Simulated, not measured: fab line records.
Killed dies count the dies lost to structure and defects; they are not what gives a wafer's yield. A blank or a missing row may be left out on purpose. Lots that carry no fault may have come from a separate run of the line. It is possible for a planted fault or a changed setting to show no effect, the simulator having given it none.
Which tool was responsible? | flow berkeleyCmos170 | at 1 step of a route of 331, 6 lots with 18 wafers sampled

== WHAT THE GAUGES SHOWED, per wafer ==
UCB170_FIELD_THK_MEAS_91.
lot  | measured     | on           | FIELD_OXIDE_LEFT_2_THK (nm)
L934 | day 7 12:59  | filmMetro-02 | 348 344 353
L937 | day 8 15:24  | filmMetro-02 | 369 368 370
L939 | day 8 22:05  | filmMetro-01 | 337 337 347
L942 | day 9 08:56  | filmMetro-03 | 363 360 370
L944 | day 9 18:14  | filmMetro-02 | 351 361 360
L951 | day 11 04:40 | filmMetro-03 | 352 367 355

== TOOL THAT RAN EACH LOT (tool first, then ch and the chambers of the sampled wafers, then the start) ==
The record holds no process step before these readings.

== THE ANSWER, worked out from the rows above alone ==
Rule: what is usual is taken from the lots themselves. Put in order of their means at a reading, lots are off if they are a third of the lots or fewer, leave a main group of 4 or more, and stand apart from it by a gap of 3 or more times the standard deviation of the main group's means; of several such gaps the widest counts. A main group is skipped when, at the precision printed for the reading in the tables above, its means are all equal. Also off: a lot with no number at a reading for which 4 or more lots have one. All remaining lots with rows at the step are treated as sound.
None of the lots is off at any reading shown; this tells nothing.

== WHAT WAS PUT IN BY THE SIMULATOR ==
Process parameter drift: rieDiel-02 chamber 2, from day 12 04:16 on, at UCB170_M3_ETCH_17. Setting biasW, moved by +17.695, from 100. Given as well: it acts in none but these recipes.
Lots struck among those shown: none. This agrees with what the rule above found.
